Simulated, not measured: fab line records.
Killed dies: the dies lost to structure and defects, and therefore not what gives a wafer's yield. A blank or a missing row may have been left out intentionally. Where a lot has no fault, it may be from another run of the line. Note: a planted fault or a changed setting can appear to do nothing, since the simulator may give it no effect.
Which tool did it? -- flow rit_cmos -- 42 wafers from 14 lots sampled at 6 of the route's 202 steps

== WHAT THE GAUGES SHOWED, per wafer ==
RIT_ACTIVE_THK_MEAS_02. Usual: ACTIVE_OXIDE_THK typically reads 46.9 nm, with standard deviation 0.79.
lot,measured,on,ACTIVE_OXIDE_THK (nm),flag
L673,day 1 12:55,film_metro-01,46.2 46.6 47.4,
L674,day 1 17:19,film_metro-01,48.6 48.2 48.4,
L675,day 1 22:04,film_metro-04,47.9 47.4 47.9,
L676,day 2 03:03,film_metro-04,45.6 46.1 46.2,
L678,day 2 13:04,film_metro-01,47.9 47.3 48.2,
L679,day 2 18:04,film_metro-03,47.4 47.2 47.5,
L680,day 2 23:28,film_metro-03,44.9 45.8 45.8,
L681,day 3 04:03,film_metro-04,46.6 45.5 46.5,
L682,day 3 09:03,film_metro-03,47.6 47.3 47.7,
L683,day 3 14:03,film_metro-04,46.6 46.9 46.6,
L686,day 4 05:04,film_metro-04,46.7 47.1 47.2,
L690,day 5 01:03,film_metro-03,47.4 47.6 47.3,
L691,day 5 06:04,film_metro-01,46.1 45.5 45.9,
L692,day 5 12:19,film_metro-04,46.6 46.6 46.0,

RIT_PLDD_TW_MEAS_10. Usual: PLDD_TW typically reads 2358, with standard deviation 12.
lot,measured,on,PLDD_TW,flag
L673,day 2 19:13,film_metro-04,2352 2326 2341,
L674,day 3 05:01,film_metro-03,2387 2386 2390,
L675,day 3 07:13,film_metro-01,2366 2364 2364,
L676,day 3 11:25,film_metro-03,2365 2369 2389,
L678,day 3 20:33,film_metro-04,2355 2332 2344,
L679,day 4 00:56,film_metro-03,2355 2362 2365,
L680,day 4 06:01,film_metro-04,2350 2356 2350,
L681,day 4 12:10,film_metro-03,2349 2368 2358,
L682,day 4 17:31,film_metro-04,2350 2351 2351,
L683,day 4 20:34,film_metro-03,2361 2361 2352,
L686,day 5 14:47,film_metro-03,2351 2355 2358,
L690,day 6 10:00,film_metro-03,2368 2370 2367,
L691,day 6 13:45,film_metro-01,2259 2252 2248,OFF
L692,day 6 19:43,film_metro-04,2252 2250 2253,OFF

RIT_SDANNEAL_RS_MEAS_06: measurement is done with a four-point probe. Usual: PLDD_RS typically reads 178.7 ohm/sq, with standard deviation 0.49.
lot,measured,on,PLDD_RS (ohm/sq),flag
L673,day 3 01:38,film_metro-03,178.0 178.5 177.7,
L674,day 3 11:05,film_metro-04,179.1 178.9 178.9,
L675,day 3 13:25,film_metro-03,178.0 177.9 177.6,
L676,day 3 17:31,film_metro-01,177.9 178.0 177.8,
L678,day 4 02:49,film_metro-03,178.2 178.0 178.1,
L679,day 4 07:24,film_metro-01,178.9 179.0 178.2,
L680,day 4 12:34,film_metro-01,179.3 178.6 178.3,
L681,day 4 18:29,film_metro-04,178.6 178.8 179.3,
L682,day 4 23:43,film_metro-03,179.2 179.1 178.9,
L683,day 5 02:52,film_metro-01,179.1 178.8 179.1,
L686,day 5 21:05,film_metro-03,178.5 177.8 178.0,
L690,day 6 16:28,film_metro-03,178.6 178.1 178.3,
L691,day 6 20:23,film_metro-04,197.1 198.0 197.8,OFF
L692,day 7 01:56,film_metro-03,195.9 196.5 196.5,OFF

RIT_SILICIDE_RS_MEAS_02: measurement is done with a four-point probe. Usual: SILICIDE_TI_RS typically reads 47.6 ohm/sq, with standard deviation 0.63.
lot,measured,on,SILICIDE_TI_RS (ohm/sq),flag
L673,day 3 02:02,film_metro-02,46.7 47.1 47.3,
L674,day 3 11:29,film_metro-02,46.6 46.9 47.3,
L675,day 3 13:50,film_metro-01,47.3 47.7 47.4,
L676,day 3 17:56,film_metro-04,46.2 46.6 47.1,
L678,day 4 03:14,film_metro-01,47.4 47.2 47.6,
L679,day 4 07:48,film_metro-04,47.5 47.0 47.7,
L680,day 4 12:59,film_metro-01,47.9 47.5 47.3,
L681,day 4 18:53,film_metro-02,47.2 47.7 47.7,
L682,day 5 00:07,film_metro-04,47.3 47.4 47.1,
L683,day 5 03:17,film_metro-04,48.4 48.4 48.3,
L686,day 5 21:29,film_metro-01,46.8 46.9 47.5,
L690,day 6 16:52,film_metro-04,47.3 48.1 47.5,
L691,day 6 20:48,film_metro-01,48.4 48.9 48.7,
L692,day 7 02:20,film_metro-02,48.9 48.7 47.9,

== TOOL THAT RAN EACH LOT (tool first, then ch and the chambers of the sampled wafers, then the start) ==
lot,RIT_PWELL_STRIP_09,RIT_PLDD_IMPLANT_08
L673,"plasma_asher-04 ch 1, day 1 23:26","implanter-03 ch 0, day 2 18:53"
L674,"plasma_asher-01 ch 0,1, day 2 08:37","implanter-03 ch 0, day 3 04:41"
L675,"plasma_asher-02 ch 0,1, day 2 10:46","implanter-04 ch 0, day 3 06:54"
L676,"plasma_asher-01 ch 0,1, day 2 13:39","implanter-04 ch 0, day 3 11:06"
L678,"plasma_asher-02 ch 0,1, day 2 23:26","implanter-04 ch 0, day 3 20:14"
L679,"plasma_asher-01 ch 0,1, day 3 04:27","implanter-04 ch 0, day 4 00:38"
L680,"plasma_asher-01 ch 0,1, day 3 09:46","implanter-04 ch 0, day 4 05:41"
L681,"plasma_asher-04 ch 0,1, day 3 15:35","implanter-04 ch 0, day 4 11:51"
L682,"plasma_asher-02 ch 0,1, day 3 19:32","implanter-01 ch 0, day 4 17:11"
L683,"plasma_asher-04 ch 0,1, day 4 00:35","implanter-01 ch 0, day 4 20:15"
L686,"plasma_asher-01 ch 0,1, day 4 15:50","implanter-03 ch 0, day 5 14:28"
L690,"plasma_asher-01 ch 0,1, day 5 12:46","implanter-04 ch 0, day 6 09:40"
L691,"plasma_asher-01 ch 0,1, day 5 17:14","implanter-03 ch 0, day 6 13:26"
L692,"plasma_asher-02 ch 0,1, day 5 23:39","implanter-03 ch 0, day 6 19:23"
- RIT_PWELL_STRIP_09: strips in O2, time 180 s.
- RIT_PLDD_IMPLANT_08

== AS READ BY THE TOOLS THEMSELVES (means over the sampled wafers that have a number; for cases with no such wafer, the mark the record gives instead) ==
RIT_PWELL_STRIP_09. Usual: drypump_motor_current_A at 5.4 A, with a standard deviation of 0.46.
lot,tool,drypump_motor_current_A (A),flag
L673,plasma_asher-04,5.8,
L674,plasma_asher-01,5.0,
L675,plasma_asher-02,5.8,
L676,plasma_asher-01,4.9,
L678,plasma_asher-02,5.8,
L679,plasma_asher-01,4.8,
L680,plasma_asher-01,5.0,
L681,plasma_asher-04,5.5,
L682,plasma_asher-02,5.8,
L683,plasma_asher-04,5.6,
L686,plasma_asher-01,5.0,
L690,plasma_asher-01,4.9,
L691,plasma_asher-01,5.0,
L692,plasma_asher-02,5.9,

RIT_PLDD_IMPLANT_08. Usual: faraday_current_uA at 2826, with a standard deviation of 54.
lot,tool,faraday_current_uA,flag
L673,implanter-03,2791,
L674,implanter-03,2805,
L675,implanter-04,2839,
L676,implanter-04,2880,
L678,implanter-04,2794,
L679,implanter-04,2806,
L680,implanter-04,2813,
L681,implanter-04,2825,
L682,implanter-01,2842,
L683,implanter-01,2806,
L686,implanter-03,2743,
L690,implanter-04,2867,
L691,implanter-03,2773,
L692,implanter-03,2822,

== THE ANSWER, worked out from the rows above alone ==
Rule: take the mean of a lot's wafers that have a number; if it is more than 3 standard deviations from the usual mean, the lot is off. Also off: a lot with no number at a reading for which 4 or more lots have one. All remaining lots with rows at the step are treated as sound. Order of review: gauges by route order, followed by the tools' own readings, for which a lot's mean as printed above is used. At the first step where some lot is off, the reading lying furthest off is the one used; lots without a number count as furthest.
Off: at RIT_PLDD_TW_MEAS_10 (PLDD_TW), L691, L692.
If a tool, at a process step before that reading, ran all the lots that are off and no sound lot after the first of them, it fits. Those tools and the gauges at RIT_PLDD_TW_MEAS_10 are tried in the same way. One fits: implanter-03 at RIT_PLDD_IMPLANT_08. A fault onset in the window from L686 (day 5 14:28, its last sound lot) to L691 (day 6 13:26, its first lot off) fits.

== WHAT THE SIMULATOR HAD INSERTED ==
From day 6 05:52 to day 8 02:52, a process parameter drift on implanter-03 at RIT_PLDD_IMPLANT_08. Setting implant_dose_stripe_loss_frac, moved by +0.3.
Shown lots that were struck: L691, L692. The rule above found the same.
